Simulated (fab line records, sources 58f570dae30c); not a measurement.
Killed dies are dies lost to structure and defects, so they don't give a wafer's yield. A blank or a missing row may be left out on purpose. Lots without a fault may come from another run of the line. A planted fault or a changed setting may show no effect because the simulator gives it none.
fab line records | flow berkeley_cmos170
record lots=6 wafers=14 last_day=12
route steps=331 shown CONTACT@226 M1@238
lots that met no fault: from a run of the same line without faults
start_h: hours from the record's first day to the start of the lot's first wafer shown | wait_h: hours since the lot's step before | " the same as in the row above | L1.1+2: a row that stands for several wafers | - no value, or no start given | * or withheld: withheld | < > ~ a bound
route shown NAME@n: a module of which the file shows steps, and the number in the route of the first | usual: mean/standard deviation of fault-free wafers | same: alike in all rows | chamber/n: place in a boat | sites: the reading at each site | _std_site: their standard deviation | _edge_site: outer sites' mean less inner sites' | radius_mm: how far each site lies from the wafer's centre | mask NAME#n: copy n | behind: the tool/chamber that last shaped the wafer | hold: why the lot was held/for how many hours/how that ended | device: the transistor (n, p or np) that didn't switch | end of line: the same wafers' tests at the end of the route | a step without rows: its recipe alone | killed: dies lost to structure and defects at the first sort, not the wafer's yield | map: a wafer's dies, x killed, . not, _ none there
set.NAME: the setting as run; set.NAME@STEP: as run at that earlier step | model.NAME: the simulator's own value behind a step, which no gauge read
lots at some steps of the route; a table a step, a row a wafer
services: from which hour (start_h, from the record's first day; less than 0 if before it) a tool's chamber was out of use, for how many hours, and why
## steps
# step UCB170_CONTACT_COAT_10
# recipe resist=KrF spin_rpm=1500 resist_thk_nm=900
# step UCB170_CONTACT_SOFTBAKE_11
# recipe resist=KrF temp_c=130 time_s=60
# step UCB170_CONTACT_EXPOSE_12
# recipe mask_id=CONT target_cd_nm=700 na=0.5 sigma_outer=0.6 source_shape=conventional dose_mj=35
# step UCB170_CONTACT_PEB_13
# recipe peb_temp_c=130 peb_time_s=withheld resist=KrF
# step UCB170_CONTACT_DEVELOP_14
# recipe developer=TMAH develop_time_s=45 resist=KrF dev_temp_c=21
# step UCB170_CONTACT_CD_MEAS_15
# recipe target_cd_nm=700
# usual cd_nm=699.7/1.2
# columns lot.wafer tool chamber start_h wait_h cd_nm
L615.2 cd_sem-02 - 170.21 - 701.4
L615.5 " - " " 699.3
L615.6 " - " " 699.1
L619.4 cd_sem-02 - 183.81 - 699.0
L619.5 " - " " 699.3
L619.6 " - " " 698.5
L624.2 cd_sem-01 - 211.06 - 698.8
L626.4 cd_sem-01 - 228.75 - 700.8
L632.2 cd_sem-01 - 250.21 - 702.1
L632.3 " - " " 700.9
L632.5 " - " " 700.1
L634.1 cd_sem-02 - 262.51 - 698.6
L634.2 " - " " 698.0
L634.3 " - " " 698.8
# step UCB170_CONTACT_OVL_MEAS_16
# usual CONTACT_OVL=2/6
# columns lot.wafer tool chamber start_h wait_h CONTACT_OVL[nm]
L615.2 overlay-02 - 170.32 0.1 -10
L615.5 " - " " 3
L615.6 " - " " -13
L619.4 overlay-02 - 183.89 0.1 11
L619.5 " - " " 17
L619.6 " - " " 12
L624.2 overlay-01 - 211.16 0.1 -7
L626.4 overlay-01 - 228.82 0.1 5
L632.2 overlay-01 - 250.31 0.1 4
L632.3 " - " " 1
L632.5 " - " " -3
L634.1 overlay-01 - 262.63 0.1 -2
L634.2 " - " " -5
L634.3 " - " " -1
# step UCB170_CONTACT_ETCH_17
# recipe chemistry=N2/H2 target_depth_a=withheld overetch_a=withheld target=BARC time_s=withheld source_w=500 bias_w=100 pressure_mtorr=30 n2_flow_sccm=100 h2_flow_sccm=200
# usual drypump_motor_current_A=5.7/0.35 oes_product_au=1.008/0.016 throttle_valve_pct=13.31/0.17
# columns lot.wafer tool chamber start_h wait_h drypump_motor_current_A oes_product_au throttle_valve_pct
L615.2 rie_diel-04 2 170.35 0.0 5.9 0.996 13.50
L615.5 " 2 " " 5.8 0.990 13.53
L615.6 " 1 " " 5.2 1.001 13.09
L619.4 rie_diel-03 3 183.91 0.0 5.8 0.997 13.59
L619.5 " 1 " " 6.2 1.005 13.40
L619.6 " 2 " " 5.9 0.997 13.07
L624.2 rie_diel-02 0 211.19 0.0 5.9 1.023 13.39
L626.4 rie_diel-02 0 228.84 0.0 5.9 1.014 13.40
L632.2 rie_diel-03 2 250.34 0.0 5.9 0.987 13.07
L632.3 " 0 " " 5.8 1.002 13.24
L632.5 " 2 " " 5.9 0.994 13.08
L634.1 rie_diel-02 2 262.67 0.0 5.4 1.025 13.29
L634.2 " 3 " " 5.7 1.011 13.50
L634.3 " 1 " " 5.1 0.992 13.33
# step UCB170_CONTACT_ETCH_18
# recipe chemistry=CHF3/CF4/Ar target=PSG stop_on=TiSi2 CHF3_flow_sccm=45 cf4_flow_sccm=15 Ar_flow_sccm=150 pressure_mtorr=200 rf_w=700 target_depth_a=8400 over_etch_frac=0.2 time_s=195
# usual CHF3_flow_sccm=45.01/0.14 drypump_motor_current_A=5.7/0.35 mfc_ar_sccm=149.9/0.46 oes_product_au=0.898/0.012 throttle_valve_pct=6.92/0.12
# columns lot.wafer tool chamber start_h wait_h CHF3_flow_sccm drypump_motor_current_A mfc_ar_sccm oes_product_au rf_hours_counter_h throttle_valve_pct
L615.2 rie_diel-04 2 - - 45.02 5.9 150.0 0.880 125 7.05
L615.5 " 2 " " 44.87 5.9 149.9 0.879 - 7.06
L615.6 " 1 " " 45.08 5.2 150.4 0.902 - 6.71
L619.4 rie_diel-03 3 - - 44.92 5.8 149.8 0.906 128 7.12
L619.5 " 1 " " 44.95 6.2 149.5 0.915 - 6.94
L619.6 " 2 " " 44.83 5.9 150.6 0.893 - 6.81
L624.2 rie_diel-02 0 - - 44.80 5.9 149.8 0.903 4 6.93
L626.4 rie_diel-02 0 - - 45.06 5.8 150.0 0.906 5 6.93
L632.2 rie_diel-03 2 - - 44.97 5.9 150.2 0.901 14 6.82
L632.3 " 0 " " 44.96 5.7 150.7 0.904 22 6.79
L632.5 " 2 " " 45.11 5.9 149.4 0.889 - 6.81
L634.1 rie_diel-02 2 - - 44.92 5.4 149.5 0.917 36 7.03
L634.2 " 3 " " 45.02 5.7 149.7 0.888 10 6.99
L634.3 " 1 " " 45.18 5.0 150.6 0.896 59 6.92
# step UCB170_CONTACT_STRIP_19
# recipe chemistry=O2 power_w=400 pressure_mtorr=3500 platen_temp_c=withheld o2_flow_sccm=400 overash_fraction=0.5
# usual drypump_motor_current_A=5.3/0.39 oes_product_au=0.726/0.0047
# columns lot.wafer tool chamber start_h wait_h drypump_motor_current_A oes_product_au rf_hours_counter_h
L615.2 plasma_asher-02 1 170.51 - 5.6 0.726 49
L615.5 " 1 " " 5.6 0.727 -
L615.6 " 0 " " 5.0 0.730 -
L619.4 plasma_asher-04 0 184.11 - 4.7 0.733 -
L619.5 " 1 " " 5.5 0.722 -
L619.6 " 0 " " 4.7 0.720 -
L624.2 plasma_asher-04 1 211.36 - 5.5 0.726 46
L626.4 plasma_asher-01 0 229.04 - 5.2 0.726 -
L632.2 plasma_asher-04 0 250.51 - 4.7 0.719 50
L632.3 " 0 " " 4.7 0.726 -
L632.5 " 0 " " 4.7 0.725 -
L634.1 plasma_asher-01 1 262.84 - 5.9 0.724 16
L634.2 " 0 " " 5.2 0.730 16
L634.3 " 0 " " 5.2 0.729 -
# step UCB170_CONTACT_CD_MEAS_90
# recipe target_cd_nm=700
# usual cd_nm=700.2/1.6
# columns lot.wafer tool chamber start_h wait_h cd_nm
L615.2 cd_sem-01 - 170.63 0.1 700.0
L615.5 " - " " 697.9
L615.6 " - " " 699.1
L619.4 cd_sem-01 - 184.23 0.1 698.9
L619.5 " - " " 699.6
L619.6 " - " " 699.1
L624.2 cd_sem-01 - 211.48 0.1 700.6
L626.4 cd_sem-01 - 229.17 0.1 702.8
L632.2 cd_sem-01 - 250.63 0.1 702.8
L632.3 " - " " 702.3
L632.5 " - " " 701.3
L634.1 cd_sem-01 - 262.95 0.1 699.3
L634.2 " - " " 699.0
L634.3 " - " " 699.3
# step UCB170_CONTACT_CLEAN_20
# recipe chemistry=SPM temp_c=120 time_s=600
# step UCB170_M1_SPUTTER_00
# recipe material=Al target_thk_nm=600 time_s=80 power_w=6000 chamber_pressure_pa=0.5
# usual chamber_pressure_pa=0.5001/0.00095 throttle_valve_pct=29.9/1.1
# columns lot.wafer tool chamber start_h wait_h chamber_pressure_pa throttle_valve_pct model.Al_of_M1_SPUTTER_00.thk_nm
L615.2 pvd_sputter-04 - 170.91 0.0 0.5006 29.1 608.2
L615.5 " - " " 0.4995 31.7 598
L615.6 " - " " 0.4995 29.4 591.8
L619.4 pvd_sputter-01 - 184.69 0.0 0.5007 28.8 603.6
L619.5 " - " " 0.5003 31.5 595
L619.6 " - " " 0.4990 30.4 603.4
L624.2 pvd_sputter-01 - 211.88 0.0 0.4980 30.4 871.2
L626.4 pvd_sputter-01 - 229.42 0.0 0.5013 30.6 866.2
L632.2 pvd_sputter-04 - 250.90 0.0 0.5005 29.1 610.7
L632.3 " - " " 0.5022 29.5 594.5
L632.5 " - " " 0.5011 31.8 593.4
L634.1 pvd_sputter-04 - 263.24 0.0 0.5001 29.1 610.2
L634.2 " - " " 0.5013 29.1 593.1
L634.3 " - " " 0.5008 29.6 590.6
# step UCB170_M1_RS_MEAS_01
# recipe thk_meas_gauge=four-point-probe reads=Al_of_M1_SPUTTER_00
# usual M1_AL_RS=0.0486/0.00051
# columns lot.wafer tool chamber start_h wait_h hold M1_AL_RS[ohm/sq]
L615.2 film_metro-02 - 170.99 0.1 - 0.0478
L615.5 " - " " - 0.0487
L615.6 " - " " - 0.0492
L619.4 film_metro-02 - 184.81 0.1 - 0.0483
L619.5 " - " " - 0.0490
L619.6 " - " " - 0.0483
L624.2 film_metro-02 - 211.96 0.1 await_dispo/0.2h/release 0.0333
L624.2 film_metro-02 - 212.24 0.3 - 0.0333
L626.4 film_metro-02 - 229.54 0.1 await_dispo/0.2h/release 0.0335
L626.4 film_metro-02 - 229.83 0.3 - 0.0335
L632.2 film_metro-03 - 250.98 0.1 - 0.0477
L632.3 " - " " - 0.0490
L632.5 " - " " - 0.0490
L634.1 film_metro-01 - 263.30 0.0 - 0.0477
L634.2 " - " " - 0.0492
L634.3 " - " " - 0.0494
# step UCB170_M1_THK_MEAS_02
# recipe thk_meas_gauge=xrf reads=Al_of_M1_SPUTTER_00
# usual M1_AL_THK=597/6.2
# columns lot.wafer tool chamber start_h wait_h hold M1_AL_THK[nm]
L615.2 film_metro-02 - 171.10 0.1 - 606
L615.5 " - " " - 595
L615.6 " - " " - 592
L619.4 film_metro-02 - 184.90 0.1 - 605
L619.5 " - " " - 596
L619.6 " - " " - 602
L624.2 film_metro-02 - 220.17 7.9 await_dispo/0.2h/release 866
L624.2 film_metro-02 - 220.50 0.3 - 866
L626.4 film_metro-02 - 236.57 6.7 await_dispo/0.2h/release 862
L626.4 film_metro-02 - 236.84 0.3 - 864
L632.2 film_metro-03 - 251.09 0.1 - 611
L632.3 " - " " - 594
L632.5 " - " " - 596
L634.1 film_metro-01 - 263.42 0.1 - 605
L634.2 " - " " - 587
L634.3 " - " " - 587
# step UCB170_M1_COAT_04
# recipe resist=KrF spin_rpm=1500 resist_thk_nm=900
# step UCB170_M1_SOFTBAKE_05
# recipe resist=KrF temp_c=130 time_s=60
# step UCB170_M1_EXPOSE_06
# recipe mask_id=METAL1 target_cd_nm=700 na=0.5 sigma_outer=0.6 source_shape=conventional dose_mj=21
# step UCB170_M1_PEB_07
# recipe peb_temp_c=130 peb_time_s=withheld resist=KrF
# step UCB170_M1_DEVELOP_08
# recipe developer=TMAH develop_time_s=45 resist=KrF dev_temp_c=21
# step UCB170_M1_CD_MEAS_09
# recipe target_cd_nm=700
# usual cd_nm=700.2/1.4
# columns lot.wafer tool chamber start_h wait_h cd_nm
L615.2 cd_sem-02 - 172.14 - 701.6
L615.5 " - " " 699.5
L615.6 " - " " 700.4
L619.4 cd_sem-02 - 185.84 - 698.9
L619.5 " - " " 697.9
L619.6 " - " " 697.8
L624.2 cd_sem-01 - 227.64 - 698.7
L626.4 cd_sem-01 - 248.75 - 699.3
L632.2 cd_sem-01 - 252.51 - 701.6
L632.3 " - " " 701.8
L632.5 " - " " 700.9
L634.1 cd_sem-02 - 264.45 - 700.9
L634.2 " - " " 701.6
L634.3 " - " " 701.9
# step UCB170_M1_OVL_MEAS_10
# usual M1_OVL=-2/4.8
# columns lot.wafer tool chamber start_h wait_h M1_OVL[nm]
L615.2 overlay-01 - 172.24 0.1 -3
L615.5 " - " " -9
L615.6 " - " " -1
L619.4 overlay-02 - 185.91 0.1 -5
L619.5 " - " " -15
L619.6 " - " " -9
L624.2 overlay-01 - 227.75 0.1 -2
L626.4 overlay-01 - 248.83 0.1 -3
L632.2 overlay-01 - 252.62 0.1 0
L632.3 " - " " -4
L632.5 " - " " 0
L634.1 overlay-01 - 264.57 0.1 -8
L634.2 " - " " -6
L634.3 " - " " -6
# step UCB170_M1_ETCH_11
# recipe chemistry=N2/H2 target_depth_a=withheld overetch_a=withheld target=BARC time_s=withheld source_w=500 bias_w=100 pressure_mtorr=30 n2_flow_sccm=100 h2_flow_sccm=200
# usual drypump_motor_current_A=5.7/0.37 oes_product_au=1.002/0.015 throttle_valve_pct=13.36/0.15
# columns lot.wafer tool chamber start_h wait_h drypump_motor_current_A oes_product_au throttle_valve_pct
L615.2 rie_diel-01 0 172.27 0.0 5.9 0.993 13.46
L615.5 " 3 " " 5.9 0.986 13.30
L615.6 " 2 " " 5.9 0.994 13.52
L619.4 rie_diel-01 3 185.93 0.0 5.9 0.994 13.30
L619.5 " 3 " " 5.9 0.989 13.32
L619.6 " 2 " " 5.9 0.995 13.52
L624.2 rie_diel-01 2 227.78 0.0 5.9 0.991 13.52
L626.4 rie_diel-03 3 248.84 0.0 5.7 0.981 13.60
L632.2 rie_diel-03 1 252.65 0.0 6.2 1.019 13.41
L632.3 " 0 " " 5.8 1.006 13.24
L632.5 " 0 " " 5.8 1.000 13.24
L634.1 rie_diel-01 3 264.60 0.0 5.9 0.993 13.31
L634.2 " 1 " " 4.9 1.033 13.24
L634.3 " 0 " " 5.9 1.013 13.47
# step UCB170_M1_METAL_ETCH_12
# recipe chemistry=Cl2/BCl3 target=Al stop_on=PSG pressure_mtorr=12 target_depth_a=7800 over_etch_frac=0.3 time_s=130 icp_w=600 bias_w=120 Cl2_flow_sccm=90 bcl3_flow_sccm=45
# usual drypump_motor_current_A=5.6/0.52 oes_product_au=0.861/0.011 throttle_valve_pct=24.51/0.19
# columns lot.wafer tool chamber start_h wait_h drypump_motor_current_A oes_product_au rf_hours_counter_h throttle_valve_pct
L615.2 rie_metal-03 0 172.32 - 5.6 0.872 4.4 24.43
L615.5 " 0 " " 5.6 0.865 - 24.43
L615.6 " 1 " " 6.2 0.866 - 24.23
L619.4 rie_metal-03 1 186.02 - 6.2 0.887 - 24.23
L619.5 " 0 " " 5.6 0.866 - 24.46
L619.6 " 1 " " 6.2 0.875 - 24.23
L624.2 rie_metal-03 1 227.82 - 6.2 1.005 8.3 24.16
L626.4 rie_metal-03 1 248.93 - 6.2 1.005 - 24.18
L632.2 rie_metal-02 0 252.69 - 4.9 0.869 12.0 24.58
L632.3 " 0 " " 5.0 0.852 - 24.58
L632.5 " 0 " " 4.9 0.849 - 24.61
L634.1 rie_metal-03 0 264.65 - 5.6 0.875 6.6 24.42
L634.2 " 1 " " 6.2 0.868 9.7 24.25
L634.3 " 1 " " 6.2 0.869 - 24.24
# step UCB170_M1_STRIP_13
# recipe chemistry=O2 power_w=400 pressure_mtorr=3500 platen_temp_c=withheld o2_flow_sccm=400 overash_fraction=0.5
# usual drypump_motor_current_A=5.44/0.27 oes_product_au=0.721/0.0049
# columns lot.wafer tool chamber start_h wait_h drypump_motor_current_A oes_product_au rf_hours_counter_h
L615.2 plasma_asher-03 0 172.45 0.1 5.40 0.718 47
L615.5 " 0 " " 5.39 0.721 -
L615.6 " 1 " " 5.30 0.720 -
L619.4 plasma_asher-03 0 186.14 0.1 5.40 0.723 -
L619.5 " 1 " " 5.28 0.726 -
L619.6 " 0 " " 5.37 0.725 -
L624.2 plasma_asher-01 1 227.95 0.1 5.89 0.715 10
L626.4 plasma_asher-03 0 249.05 0.1 5.39 0.721 -
L632.2 plasma_asher-02 0 252.82 0.1 5.06 0.715 58
L632.3 " 0 " " 5.03 0.718 -
L632.5 " 0 " " 5.04 0.727 -
L634.1 plasma_asher-02 0 264.78 0.1 5.04 0.716 60
L634.2 " 1 " " 5.59 0.714 60
L634.3 " 0 " " 5.07 0.715 -
## services
# columns tool chamber start_h hours kind
rie_diel-04 0 155.21 22.6 repair
rie_diel-03 3 163.79 2.7 repair
plasma_asher-01 - 169.14 2.3 repair
rie_diel-02 0 176.48 5.4 repair
rie_diel-02 3 177.74 2.9 repair
rie_diel-04 0 177.81 - clean
rie_diel-04 0 177.81 28.8 scheduled_down
rie_diel-04 0 177.81 28.8 vent_cycle
rie_diel-04 2 193.88 7.4 repair
rie_diel-03 1 194.97 - clean
rie_diel-03 1 194.97 15.1 scheduled_down
rie_diel-03 1 194.97 15.1 vent_cycle
plasma_asher-03 - 199.18 10.5 repair
plasma_asher-04 - 231.83 1.4 repair
rie_diel-04 3 241.76 - clean
rie_diel-04 3 241.76 18.6 scheduled_down
rie_diel-04 3 241.76 18.6 vent_cycle
rie_metal-02 - 244.35 2.8 pm
plasma_asher-03 - 244.97 2.8 pm
rie_diel-02 2 253.33 8.4 repair
plasma_asher-03 - 262.28 1.5 repair
## key
first_sign step=UCB170_M1_RS_MEAS_01 reading=visit direction=added
effect step=UCB170_M1_RS_MEAS_01 reading=M1_AL_RS direction=down sigmas=30 usual=0.0486 struck=0.0334
effect step=UCB170_M1_THK_MEAS_02 reading=visit direction=added
effect step=UCB170_M1_THK_MEAS_02 reading=M1_AL_THK direction=up sigmas=43 usual=597 struck=864
effect step=UCB170_M1_METAL_ETCH_12 reading=oes_product_au direction=up sigmas=14 usual=0.861 struck=1.005
model_effect step=UCB170_M1_SPUTTER_00 value=Al_of_M1_SPUTTER_00.thk_nm without=595.1 struck=868.7
met_at UCB170_M1_SPUTTER_00
struck_wafers L624.2,L626.4
later_rows_left_out L624.2,L626.4
sort_left_out L624.2,L626.4
tester_left_out L624,L626
earlier_fault kind=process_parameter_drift tool=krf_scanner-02 chamber=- onset_h=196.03 steps=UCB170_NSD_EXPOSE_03 channel=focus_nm offset=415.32 spread_by_wafer=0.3 shape=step end_h=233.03
fault kind=process_parameter_drift tool=pvd_sputter-01 chamber=- onset_h=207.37 steps=UCB170_M1_SPUTTER_00 channel=target_thk_nm offset=273.65 shape=step acts_in=these_recipes_only stated=600 scope=struck_wafers_only
# tester_left_out: of these lots the tester's yield and bins aren't shown, on N5 and GAA mostly nor the transistor test; their killed dies are dies lost to structure and defects alone, not to doping, threshold or leakage, so they don't give the yield
# sort_left_out: the simulated sort isn't trusted on such a fault, so these wafers' sort isn't shown, and their yield isn't known
# later_rows_left_out: the simulator's readings of these wafers behind a module that went badly wrong aren't trusted and aren't shown, but for the sort
